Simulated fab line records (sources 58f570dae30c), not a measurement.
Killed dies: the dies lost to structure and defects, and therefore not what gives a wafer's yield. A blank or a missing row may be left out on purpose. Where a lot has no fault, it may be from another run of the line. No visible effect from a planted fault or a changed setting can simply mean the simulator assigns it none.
Which tool was responsible? / flow berkeley-cmos170 / 14 lots, 42 wafers sampled, at 2 steps of a route of 331

== WHAT THE GAUGES READ, wafer by wafer ==
UCB170_ACTIVE_THK_MEAS_06. Usual: for ACTIVE_NITRIDE_THK the level is 222.1 nm and the standard deviation is 2.1.
lot=L904; measured=day 4 11:49; on=film-metro-01; ACTIVE_NITRIDE_THK (nm)=219.0 222.1 221.7; flag=
lot=L905; measured=day 4 11:49; on=film-metro-04; ACTIVE_NITRIDE_THK (nm)=223.3 224.2 224.1; flag=
lot=L906; measured=day 4 11:52; on=film-metro-01; ACTIVE_NITRIDE_THK (nm)=221.4 222.4 222.6; flag=
lot=L907; measured=day 4 13:53; on=film-metro-02; ACTIVE_NITRIDE_THK (nm)=446.5 451.0 450.4; flag=OFF
lot=L910; measured=day 5 18:55; on=film-metro-04; ACTIVE_NITRIDE_THK (nm)=442.6 439.8 442.0; flag=OFF
lot=L913; measured=day 6 02:27; on=film-metro-02; ACTIVE_NITRIDE_THK (nm)=222.3 220.9 222.3; flag=
lot=L918; measured=day 7 09:22; on=film-metro-04; ACTIVE_NITRIDE_THK (nm)=220.2 220.7 221.7; flag=
lot=L919; measured=day 7 09:22; on=film-metro-01; ACTIVE_NITRIDE_THK (nm)=219.9 220.4 221.0; flag=
lot=L921; measured=day 7 19:14; on=film-metro-04; ACTIVE_NITRIDE_THK (nm)=220.8 221.9 223.7; flag=
lot=L922; measured=day 7 23:09; on=film-metro-04; ACTIVE_NITRIDE_THK (nm)=220.0 220.1 219.8; flag=
lot=L923; measured=day 8 12:49; on=film-metro-02; ACTIVE_NITRIDE_THK (nm)=220.2 223.6 220.8; flag=
lot=L924; measured=day 8 12:48; on=film-metro-01; ACTIVE_NITRIDE_THK (nm)=225.8 225.8 226.5; flag=
lot=L925; measured=day 8 18:22; on=film-metro-04; ACTIVE_NITRIDE_THK (nm)=223.0 224.5 224.4; flag=
lot=L927; measured=day 9 04:49; on=film-metro-02; ACTIVE_NITRIDE_THK (nm)=223.7 224.7 226.4; flag=

== TOOL THAT RAN EACH LOT (tool first, then ch and the chambers of the sampled wafers, then the start) ==
lot=L904; UCB170_ACTIVE_CVD_05=lpcvd-02 ch 1, day 4 09:53
lot=L905; UCB170_ACTIVE_CVD_05=lpcvd-02 ch 1, day 4 09:53
lot=L906; UCB170_ACTIVE_CVD_05=lpcvd-02 ch 1, day 4 09:53
lot=L907; UCB170_ACTIVE_CVD_05=lpcvd-02 ch 0, day 4 09:53
lot=L910; UCB170_ACTIVE_CVD_05=lpcvd-02 ch 0, day 5 11:56 and lpcvd-01 ch 0, day 5 16:01
lot=L913; UCB170_ACTIVE_CVD_05=lpcvd-01 ch 0, day 5 23:34
lot=L918; UCB170_ACTIVE_CVD_05=lpcvd-01 ch 1, day 7 07:26
lot=L919; UCB170_ACTIVE_CVD_05=lpcvd-01 ch 0, day 7 07:26
lot=L921; UCB170_ACTIVE_CVD_05=lpcvd-01 ch 0, day 7 17:18
lot=L922; UCB170_ACTIVE_CVD_05=lpcvd-01 ch 1, day 7 21:14
lot=L923; UCB170_ACTIVE_CVD_05=lpcvd-02 ch 1, day 8 09:55
lot=L924; UCB170_ACTIVE_CVD_05=lpcvd-02 ch 0, day 8 09:55
lot=L925; UCB170_ACTIVE_CVD_05=lpcvd-02 ch 0, day 8 15:28
lot=L927; UCB170_ACTIVE_CVD_05=lpcvd-02 ch 1, day 9 01:56
- UCB170_ACTIVE_CVD_05: deposits Si3N4 from SiH2Cl2/NH3, target thk 220 nm, time 3300 s.

== WHAT THE TOOLS THEMSELVES READ (means of the sampled wafers that have a number; where no wafer has one, the mark that the record gives instead) ==
UCB170_ACTIVE_CVD_05. Usual: sih2cl2-flow-sccm 25.01 sccm, standard deviation 0.083; zone-power-load-pct 20.1 %, standard deviation 1.3.
lot=L904; tool=lpcvd-02; sih2cl2-flow-sccm (sccm)=24.91; zone-power-load-pct (%)=20.8; flag=
lot=L905; tool=lpcvd-02; sih2cl2-flow-sccm (sccm)=25.02; zone-power-load-pct (%)=20.6; flag=
lot=L906; tool=lpcvd-02; sih2cl2-flow-sccm (sccm)=24.93; zone-power-load-pct (%)=20.9; flag=
lot=L907; tool=lpcvd-02; sih2cl2-flow-sccm (sccm)=24.98; zone-power-load-pct (%)=17.7; flag=
lot=L910; tool=lpcvd-02/lpcvd-01; sih2cl2-flow-sccm (sccm)=25.04; zone-power-load-pct (%)=18.8; flag=
lot=L913; tool=lpcvd-01; sih2cl2-flow-sccm (sccm)=24.85; zone-power-load-pct (%)=20.1; flag=
lot=L918; tool=lpcvd-01; sih2cl2-flow-sccm (sccm)=24.93; zone-power-load-pct (%)=21.3; flag=
lot=L919; tool=lpcvd-01; sih2cl2-flow-sccm (sccm)=25.09; zone-power-load-pct (%)=19.6; flag=
lot=L921; tool=lpcvd-01; sih2cl2-flow-sccm (sccm)=25.07; zone-power-load-pct (%)=19.9; flag=
lot=L922; tool=lpcvd-01; sih2cl2-flow-sccm (sccm)=25.01; zone-power-load-pct (%)=21.0; flag=
lot=L923; tool=lpcvd-02; sih2cl2-flow-sccm (sccm)=25.01; zone-power-load-pct (%)=20.6; flag=
lot=L924; tool=lpcvd-02; sih2cl2-flow-sccm (sccm)=25.11; zone-power-load-pct (%)=17.9; flag=
lot=L925; tool=lpcvd-02; sih2cl2-flow-sccm (sccm)=25.02; zone-power-load-pct (%)=17.7; flag=
lot=L927; tool=lpcvd-02; sih2cl2-flow-sccm (sccm)=24.92; zone-power-load-pct (%)=20.6; flag=

== THE ANSWER, worked out from the rows above alone ==
Rule: a lot counts as off when the mean over its wafers that have a number is more than 3 standard deviations away from the usual mean. Also off: a lot with no number at a reading for which 4 or more lots have one. All remaining lots with rows at the step are treated as sound. First the gauges in route order, then the tools' own readings, where a lot's mean is used as printed above. At the first step where some lot is off, the reading lying furthest off is the one used; lots without a number count as furthest.
Off: at UCB170_ACTIVE_THK_MEAS_06 (ACTIVE_NITRIDE_THK), L907, L910.
If a tool, at a process step before that reading, ran all the lots that are off and no sound lot after the first of them, it fits. Gauges at UCB170_ACTIVE_THK_MEAS_06: tried the same way as those tools. Not one of the candidates tried fits.

== WHAT WAS PUT IN BY THE SIMULATOR ==
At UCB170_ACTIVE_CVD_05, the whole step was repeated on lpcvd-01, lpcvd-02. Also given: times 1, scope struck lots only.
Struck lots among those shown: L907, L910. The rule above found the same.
